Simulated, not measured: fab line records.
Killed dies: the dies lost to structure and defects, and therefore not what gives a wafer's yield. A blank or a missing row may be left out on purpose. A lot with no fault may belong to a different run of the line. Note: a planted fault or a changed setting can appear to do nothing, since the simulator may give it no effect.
Check of tool commonality -- flow rit-cmos -- Lots sampled 14, wafers sampled 42

== REASON IT WAS OPENED ==
RIT_PRETRO_TW_MEAS_10, reading PRETRO_TW: flagged on 2 of 14 lots. Wafers without a fault read 478, standard deviation 6.7.
Rule: a lot gets a flag if all its wafers with a number sit over 4 standard deviations from that mean, or if no wafer of it has a number. The rest of the lots are taken to be sound.

lot,measured,on,"PRETRO_TW, wafer by wafer",flag
L509,day 2 08:57,film-metro-01,483 484 482,
L512,day 2 23:40,film-metro-03,473 471 472,
L514,day 3 09:46,film-metro-03,471 471 469,
L515,day 3 14:28,film-metro-02,483 483 483,
L517,day 4 01:16,film-metro-03,468 470 471,
L518,day 4 04:35,film-metro-01,483 487 484,
L520,day 4 14:50,film-metro-01,484 484 484,
L524,day 5 11:22,film-metro-03,471 470 473,
L525,day 5 15:52,film-metro-03,1071 1065 1067,FLAGGED
L526,day 5 20:08,film-metro-03,1070 1061 1068,FLAGGED
L529,day 6 11:45,film-metro-01,481 482 484,
L530,day 6 16:37,film-metro-02,486 486 488,
L531,day 6 22:28,film-metro-01,482 484 481,
L532,day 7 02:32,film-metro-03,470 472 469,
Average over the flagged lots: 1067; offset from the usual +589, equal to +88 standard deviations.

== EACH LOT AND THE TOOL IT RAN ON ==
The record holds 1 process step before the reading, out of a route of 202 steps. In each cell: the tool, then ch and the chambers that the sampled wafers went through, then the start.
lot,flag,RIT_NRETRO_COAT_01
L509,,"litho-track-01 ch 0, day 2 06:05"
L512,,"litho-track-02 ch 0, day 2 20:11"
L514,,"litho-track-01 ch 0, day 3 06:48"
L515,,"litho-track-01 ch 0, day 3 11:19"
L517,,"litho-track-01 ch 0, day 3 21:49"
L518,,"litho-track-04 ch 0, day 4 01:29"
L520,,"litho-track-02 ch 0, day 4 11:41"
L524,,"litho-track-04 ch 0, day 5 07:53"
L525,FLAGGED,"litho-track-02, day 5 12:58"
L526,FLAGGED,"litho-track-02, day 5 17:08"
L529,,"litho-track-02 ch 0, day 6 08:37"
L530,,"litho-track-04 ch 0, day 6 13:36"
L531,,"litho-track-02 ch 0, day 6 19:02"
L532,,"litho-track-04 ch 0, day 6 23:22"
What these steps do:
- RIT_NRETRO_COAT_01: resist thk 1300 nm.
- RIT_PRETRO_TW_MEAS_10

== FLAGGED AGAINST TOTAL, ONE TOOL AT A TIME (gauges that did the reading follow at the end) ==
step,tool,lots run,flagged,share of the flagged lots,sound lots run after its first flagged lot
RIT_NRETRO_COAT_01,litho-track-01,4,0,none,-
RIT_NRETRO_COAT_01,litho-track-02,6,2,all,"2 (L529,L531)"
RIT_NRETRO_COAT_01,litho-track-04,4,0,none,-
RIT_PRETRO_TW_MEAS_10,film-metro-01,5,0,none,-
RIT_PRETRO_TW_MEAS_10,film-metro-02,2,0,none,-
RIT_PRETRO_TW_MEAS_10,film-metro-03,7,2,all,1 (L532)

== WHAT IS ALLOWED BY THE TABLE ==
Every flagged lot went through 2 rows of the table: litho-track-02 at RIT_NRETRO_COAT_01 and film-metro-03 at RIT_PRETRO_TW_MEAS_10.
- litho-track-02 at RIT_NRETRO_COAT_01: 2 of its 6 lots flagged. After the first flagged lot (L529, L531), sound lots still ran on it; a lasting fault on the whole tool would not permit that. On the flagged lots its readings are blank where sound lots have values: chill-plate-temp-C, dispense-pressure-kPa, spin-speed-rpm.
- film-metro-03 at RIT_PRETRO_TW_MEAS_10: 2 of its 7 lots flagged. After the first flagged lot (L532), sound lots still ran on it; a lasting fault on the whole tool would not permit that.
Every row of the table either missed a flagged lot or ran a sound lot after the first.

== WHAT THE SIMULATOR HAD PUT IN ==
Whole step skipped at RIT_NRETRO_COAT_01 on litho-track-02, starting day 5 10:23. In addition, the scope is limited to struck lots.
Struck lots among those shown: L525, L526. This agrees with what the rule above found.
